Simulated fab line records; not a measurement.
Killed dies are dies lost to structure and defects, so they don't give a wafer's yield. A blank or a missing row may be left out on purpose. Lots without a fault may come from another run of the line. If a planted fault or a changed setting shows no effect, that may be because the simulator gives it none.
Struck lot and sound lot, side by side || flow rit-cmos || 15 steps out of a route of 202
Sound: the wafers L732.2, L732.4, L732.5. Wafers struck: L749.3, L749.5, L749.6. The cause is named last.
At each step with rows: each side's tool, then ch and its chambers, then its first start. Under that, the readings that differ: sound wafers || struck wafers || difference of the means || sigmas: that difference in standard deviations of wafers without a fault.
alike: words and numbers the same on both sides, and readings whose means are apart by under 2 such deviations; not compared: readings that were withheld, readings missing a value for some wafer, numbers with overlapping values and no deviation given by the record, and bounds like >300 which may hide the same value.
Wherever a step has rows on one side only, a row that says differs or no value, or a row with sigmas, the two part there. Numbers that don't overlap but have no deviation are shown without sigmas and don't part them. A reading missing from all wafers of one side parts the sides only when that side holds two or more wafers.

RIT_NRETRO_OVL_MEAS_06:
  sound: overlay-01 at day 2 20:44; struck: overlay-02 at day 6 10:10
  alike: NRETRO_OVL
then, 2 steps without rows for these wafers: RIT_NRETRO_HARDBAKE_07 (time 120 s); RIT_NRETRO_IMPLANT_08.
RIT_NRETRO_STRIP_09: strips in O2, time 180 s.
  sound on plasma-asher-04 ch 0,1, day 2 21:10; struck on plasma-asher-03 ch 0,1, day 6 10:38
  alike: drypump-motor-current-A
  not compared: rf-hours-counter-h
RIT_NRETRO_TW_MEAS_10:
  sound: film-metro-03 at day 2 21:21; struck: film-metro-03 at day 6 10:47
  alike: NRETRO_TW
then, 6 steps without rows for these wafers: RIT_PRETRO_HMDS_00 (prime time 60 s); RIT_PRETRO_COAT_01 (resist thk 1300 nm); RIT_PRETRO_SOFTBAKE_02 (time 60 s); RIT_PRETRO_EXPOSE_03 (exposes mask M5, target cd 43700 nm); RIT_PRETRO_PEB_04; RIT_PRETRO_DEVELOP_05 (develop time 68 s).
RIT_PRETRO_OVL_MEAS_06:
  sound: overlay-01 at day 2 22:22; struck: overlay-02 at day 6 11:53
{"reading": "PRETRO_OVL (nm)", "sound": "1.0 3.9 0.9", "struck": "-1.6 -1.3 -1.0", "difference": -3.2, "sigmas": -2}
RIT_PRETRO_HARDBAKE_07: time 120 s.
  sound on litho-track-02 ch 0, day 2 22:26; struck on litho-track-03 ch 0, day 6 12:00
{"reading": "heater-power-total-W (W)", "sound": "52.02 52.19 52.10", "struck": "53.81 53.86 53.78", "difference": "+1.71", "sigmas": "+26"}
{"reading": "plate-temp-C (C)", "sound": "139.99 139.94 139.86", "struck": "143.79 143.64 143.59", "difference": "+3.74", "sigmas": "+31"}
then, 1 step without rows for these wafers: RIT_PRETRO_IMPLANT_08.
RIT_M1_PROBE_99:
  sound: prober-02 at day 4 04:16; struck: prober-02 at day 7 15:01
  alike: killed_at_M0_to_M3, killed-at-contacts, killed-at-front-end, killed-dies, killed-on-rim, killed-open, killed-short

## WHERE THEY PART
Last at RIT_PRETRO_HARDBAKE_07 as far as this record goes, first at RIT_PRETRO_OVL_MEAS_06. Later steps at which nothing parts them and some readings are alike: RIT_M1_PROBE_99.

WHY: whatever the simulator had introduced
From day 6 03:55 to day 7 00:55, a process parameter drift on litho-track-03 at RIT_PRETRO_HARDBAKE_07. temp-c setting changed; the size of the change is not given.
